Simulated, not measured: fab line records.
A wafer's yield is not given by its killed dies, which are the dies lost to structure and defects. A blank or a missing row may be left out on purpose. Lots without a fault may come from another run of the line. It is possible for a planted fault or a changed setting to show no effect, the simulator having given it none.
fab line records | flow berkeley-cmos170
[record] lots = 15 wafers = 45 last-day = 12
route steps=331 shown NWELL@20 WELLDRIVE@57 FIELD@96 PVT@124
lots that met no fault: from a run of the same line without faults
start-h: hours from the record's opening day to when the first of the lot's shown wafers began | wait-h: hours from the lot's prior step to this one | " unchanged from the row above | L1.1+2: a single row standing in for several wafers | - either no value or no given start | * or withheld: withheld | < > ~ a bound
route shown NAME@n: names a module that has steps shown in the file, with the first one's number in the route | usual: the fault-free wafers' mean and standard deviation | same: alike in all rows | chamber/n: place in a boat | sites: each site's reading | _std_site: the standard deviation of these | _edge_site: inner sites' mean taken away from outer sites' mean | radius-mm: for every site, how far away it sits from the centre of the wafer | mask NAME#n: copy n | behind: the most recent tool/chamber to have shaped the wafer | hold: the reason the lot was held/the length of the hold in hours/how it ended | device: the transistor (n, p or np) that didn't switch | end of line: the tests these same wafers got at the end of their route | a step given without rows: its recipe and nothing more | killed: not the wafer's yield, but the dies lost to structure and defects at the first sort | map: dies across one wafer; x = killed, . = not, _ = none there
set.NAME: the setting the step ran with; set.NAME@STEP: the setting that earlier step ran with | model.NAME: the simulator's own value behind a step, which no gauge read
one table for each step of the route and one row for each wafer, over a sample of lots
[[steps]]
[step UCB170_NWELL_HMDS_06]
[recipe] prime-time-s = 60 prime-temp-c = 100
[usual] chill-plate-temp-C = 23.03/0.086 prime-temp-c = 100.01/0.12 resist-line-temp-C = 23.00/0.1
// columns lot.wafer tool chamber start-h wait-h chill-plate-temp-C prime-temp-c resist-line-temp-C
L642.3 litho-track-04 0 42.51 0.1 22.97 100.03 23.19
L642.5 " 0 " " 23.07 99.99 22.93
L642.6 " 0 " " 23.15 100.05 23.23
L644.4 litho-track-01 0 52.11 0.1 23.07 99.97 22.76
L644.5 " 0 " " 22.96 100.12 23.06
L644.6 " 0 " " 23.14 99.94 23.08
L645.3 litho-track-01 0 62.16 0.3 23.05 99.95 23.13
L645.5 " 0 " " 22.91 99.82 22.97
L645.6 " 0 " " 23.04 99.96 23.20
L646.1 litho-track-03 0 62.25 0.4 22.95 99.96 23.06
L646.2 " 0 " " 23.08 99.91 22.89
L646.5 " 0 " " 23.02 99.90 22.94
L647.1 litho-track-04 0 62.32 0.5 22.95 100.10 22.89
L647.2 " 0 " " 23.03 100.15 22.92
L647.3 " 0 " " 22.89 100.22 22.79
L648.1 litho-track-04 0 70.86 0.2 22.97 99.83 22.92
L648.3 " 0 " " 22.97 99.98 22.99
L648.6 " 0 " " 22.96 99.88 23.00
L650.4 litho-track-01 0 73.39 0.2 22.95 100.20 23.06
L650.5 " 0 " " 23.01 99.98 22.97
L650.6 " 0 " " 23.05 100.12 22.97
L652.4 litho-track-03 0 81.30 0.2 22.99 100.00 22.95
L652.5 " 0 " " 22.92 100.10 22.89
L652.6 " 0 " " 23.04 100.16 22.87
L651.2 litho-track-01 0 81.33 0.2 22.97 99.97 22.97
L651.4 " 0 " " 23.01 99.98 22.99
L651.5 " 0 " " 22.97 100.14 23.03
L653.3 litho-track-04 0 87.88 0.4 22.98 99.97 22.98
L653.5 " 0 " " 22.99 99.93 22.98
L653.6 " 0 " " 22.98 99.91 22.97
L657.4 litho-track-04 0 109.20 0.5 22.93 99.06 22.99
L657.5 " 0 " " 22.99 99.37 23.21
L657.6 " 0 " " 23.11 99.24 23.02
L660.1 litho-track-04 0 122.66 0.1 22.93 99.34 22.86
L660.3 " 0 " " 23.09 99.25 23.00
L660.6 " 0 " " 23.03 99.25 22.88
L661.4 litho-track-04 0 130.08 0.3 22.97 99.21 22.87
L661.5 " 0 " " 22.98 99.13 23.02
L661.6 " 0 " " 23.15 99.21 22.84
L663.1 litho-track-01 0 143.80 0.1 23.05 100.26 23.02
L663.5 " 0 " " 23.14 100.31 22.83
L663.6 " 0 " " 23.02 100.09 23.00
L664.1 litho-track-01 0 147.84 0.1 22.85 100.02 23.14
L664.2 " 0 " " 23.05 100.08 23.02
L664.4 " 0 " " 23.02 100.01 23.08
[step UCB170_WELLDRIVE_THK_MEAS_02]
[recipe] reads = SiO2_of_WELLDRIVE_OXIDATION_01
[usual] WELLDRIVE_OXIDE_THK = 199/3.2
// columns lot.wafer tool chamber start-h wait-h WELLDRIVE_OXIDE_THK[nm]
L644.4 film-metro-02 - 78.91 0.0 200
L644.5 " - " " 197
L644.6 " - " " 199
L642.3 film-metro-01 - 78.96 0.1 201
L642.5 " - " " 200
L642.6 " - " " 194
L646.1 film-metro-02 - 91.13 0.0 205
L646.2 " - " " 204
L646.5 " - " " 204
L645.3 film-metro-03 - 91.15 0.0 196
L645.5 " - " " 198
L645.6 " - " " 194
L647.1 film-metro-01 - 98.50 0.0 197
L647.2 " - " " 197
L647.3 " - " " 199
L650.4 film-metro-02 - 98.53 0.0 198
L650.5 " - " " 195
L650.6 " - " " 199
L648.1 film-metro-01 - 98.56 0.1 196
L648.3 " - " " 198
L648.6 " - " " 197
L651.2 film-metro-01 - 113.25 0.0 197
L651.4 " - " " 201
L651.5 " - " " 202
L652.4 film-metro-03 - 113.27 0.0 194
L652.5 " - " " 194
L652.6 " - " " 198
L653.3 film-metro-01 - 120.76 0.0 203
L653.5 " - " " 201
L653.6 " - " " 200
L657.4 film-metro-02 - 138.03 0.0 199
L657.5 " - " " 201
L657.6 " - " " 202
L660.1 film-metro-02 - 150.75 0.0 199
L660.3 " - " " 199
L660.6 " - " " 192
L661.4 film-metro-03 - 163.42 0.0 206
L661.5 " - " " 203
L661.6 " - " " 203
L663.1 film-metro-02 - 175.03 0.0 195
L663.5 " - " " 193
L663.6 " - " " 196
L664.1 film-metro-03 - 180.93 0.0 198
L664.2 " - " " 195
L664.4 " - " " 192
[step UCB170_FIELD_THK_MEAS_90]
[recipe] reads = SiO2_of_FIELD_OXIDATION_01
[usual] FIELD_OXIDE_LEFT_1_THK = 440/10
// columns lot.wafer tool chamber start-h wait-h FIELD_OXIDE_LEFT_1_THK[nm]
L642.3 film-metro-04 - 111.81 0.0 443
L642.5 " - " " 444
L642.6 " - " " 445
L644.4 film-metro-01 - 111.82 0.0 442
L644.5 " - " " 445
L644.6 " - " " 442
L646.1 film-metro-01 - 121.40 0.0 448
L646.2 " - " " 452
L646.5 " - " " 450
L645.3 film-metro-02 - 121.42 0.0 449
L645.5 " - " " 457
L645.6 " - " " 460
L647.1 film-metro-02 - 128.36 0.0 438
L647.2 " - " " 432
L647.3 " - " " 445
L648.1 film-metro-01 - 128.36 0.0 440
L648.3 " - " " 437
L648.6 " - " " 446
L650.4 film-metro-02 - 128.45 0.1 438
L650.5 " - " " 438
L650.6 " - " " 443
L651.2 film-metro-02 - 151.09 0.0 447
L651.4 " - " " 443
L651.5 " - " " 445
L652.4 film-metro-04 - 151.11 0.0 450
L652.5 " - " " 443
L652.6 " - " " 443
L653.3 film-metro-04 - 156.30 0.0 427
L653.5 " - " " 423
L653.6 " - " " 431
L657.4 film-metro-02 - 173.54 0.0 436
L657.5 " - " " 436
L657.6 " - " " 433
L660.1 film-metro-02 - 185.56 0.0 430
L660.3 " - " " 433
L660.6 " - " " 430
L661.4 film-metro-01 - 200.32 0.0 451
L661.5 " - " " 450
L661.6 " - " " 443
L663.1 film-metro-01 - 210.24 0.0 446
L663.5 " - " " 441
L663.6 " - " " 461
L664.1 film-metro-01 - 217.20 0.0 432
L664.2 " - " " 443
L664.4 " - " " 425
[step UCB170_PVT_TW_MEAS_09]
[usual] PVT_TW = 508/4.5
// columns lot.wafer tool chamber start-h wait-h PVT_TW
L642.3 film-metro-04 - 129.67 0.1 507
L642.5 " - " " 505
L642.6 " - " " 509
L644.4 film-metro-01 - 129.92 0.1 499
L644.5 " - " " 501
L644.6 " - " " 502
L646.1 film-metro-01 - 137.31 0.1 500
L646.2 " - " " 495
L646.5 " - " " 499
L645.3 film-metro-02 - 137.55 0.1 511
L645.5 " - " " 515
L645.6 " - " " 517
L650.4 film-metro-02 - 145.60 0.1 510
L650.5 " - " " 512
L650.6 " - " " 510
L648.1 film-metro-01 - 145.67 0.1 501
L648.3 " - " " 502
L648.6 " - " " 502
L647.1 film-metro-01 - 145.95 0.1 502
L647.2 " - " " 502
L647.3 " - " " 503
L652.4 film-metro-01 - 167.27 0.1 504
L652.5 " - " " 504
L652.6 " - " " 503
L651.2 film-metro-01 - 168.25 0.1 505
L651.4 " - " " 505
L651.5 " - " " 503
L653.3 film-metro-04 - 172.74 0.1 512
L653.5 " - " " 510
L653.6 " - " " 513
L657.4 film-metro-04 - 190.76 0.1 513
L657.5 " - " " 508
L657.6 " - " " 511
L660.1 film-metro-02 - 203.01 0.1 510
L660.3 " - " " 510
L660.6 " - " " 512
L661.4 film-metro-04 - 219.15 0.1 512
L661.5 " - " " 512
L661.6 " - " " 511
L663.1 film-metro-04 - 226.51 0.1 514
L663.5 " - " " 508
L663.6 " - " " 510
L664.1 film-metro-04 - 231.29 0.1 512
L664.2 " - " " 510
L664.4 " - " " 512
[[key]]
[first-sign] step = UCB170_NWELL_HMDS_06 reading = prime-temp-c direction = down sigmas = 6.4 usual = * struck = *
effect none on later readings
met-at UCB170_NWELL_HMDS_06
struck-lots L657,L660,L661
tester-left-out L657,L660,L661
not-acting-at UCB170_WELLDRIVE_THK_MEAS_02,UCB170_FIELD_THK_MEAS_90,UCB170_PVT_TW_MEAS_09
onset-between 87.88 109.20
[fault] kind = process-parameter-drift tool = litho-track-04 chamber = - onset-h = 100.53 steps = UCB170_NWELL_HMDS_06 channel = prime-temp-c offset = * shape = step end-h = 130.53 acts-in = * stated = *
// tester-left-out: of these lots the tester's yield and bins aren't shown, on N5 and GAA mostly nor the transistor test; their killed dies are dies lost to structure and defects alone, not to doping, threshold or leakage, so they don't give the yield
